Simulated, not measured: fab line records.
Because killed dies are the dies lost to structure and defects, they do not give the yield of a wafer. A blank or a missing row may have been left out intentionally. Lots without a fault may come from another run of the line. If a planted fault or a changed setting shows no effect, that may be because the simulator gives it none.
Chamber matching    flow berkeleyCmos170    UCB170_V2_CMP_02 on cmp-01: 4 sister chambers
The step polishes SiO2. 4 wafers are shown with their chamber, then 9 later ones without.

== WAFERS WITH THEIR CHAMBER ==
wafer   chamber  motorCurrentA (A)
L783.5  3        17.9
L786.3  0        15.3
L786.4  2        20.9
L786.6  1        13.9

== WAFERS MISSING THEIR CHAMBER ==
wafer   motorCurrentA (A)
L789.1  17.7
L789.4  14.3
L789.5  16.8
L790.2  15.4
L790.3  18.0
L790.5  17.0
L797.2  13.0
L797.5  16.3
L797.6  17.8

== CHAMBER TAKEN BY EACH ==
wafer   from the rows above      in truth
L789.1  3                        3
L789.4  can't be placed: 1 or 0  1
L789.5  can't be placed: 3 or 0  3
L790.2  0                        0
L790.3  3                        3
L790.5  can't be placed: 3 or 0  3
L797.2  1                        1
L797.5  can't be placed: 0 or 3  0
L797.6  3                        3
5 of 9 placed correctly. Not placeable from these rows: 4 (in 4, the candidates include the true chamber). 0 placed wrongly.
How it was worked out, from the rows above alone: a wafer's distance from a chamber is the root of the sum, over the readings, of the square of ((its reading less the chamber's mean) divided by the reading's scatter). If the next closest chamber is less than 2 further off than the closest, the wafer can't be placed; otherwise it belongs to the closest. A chamber's mean is the mean of its shown wafers. The scatter: with one shown wafer a chamber, the root of the mean of the squares of how far each hidden wafer lies from its nearest shown one.
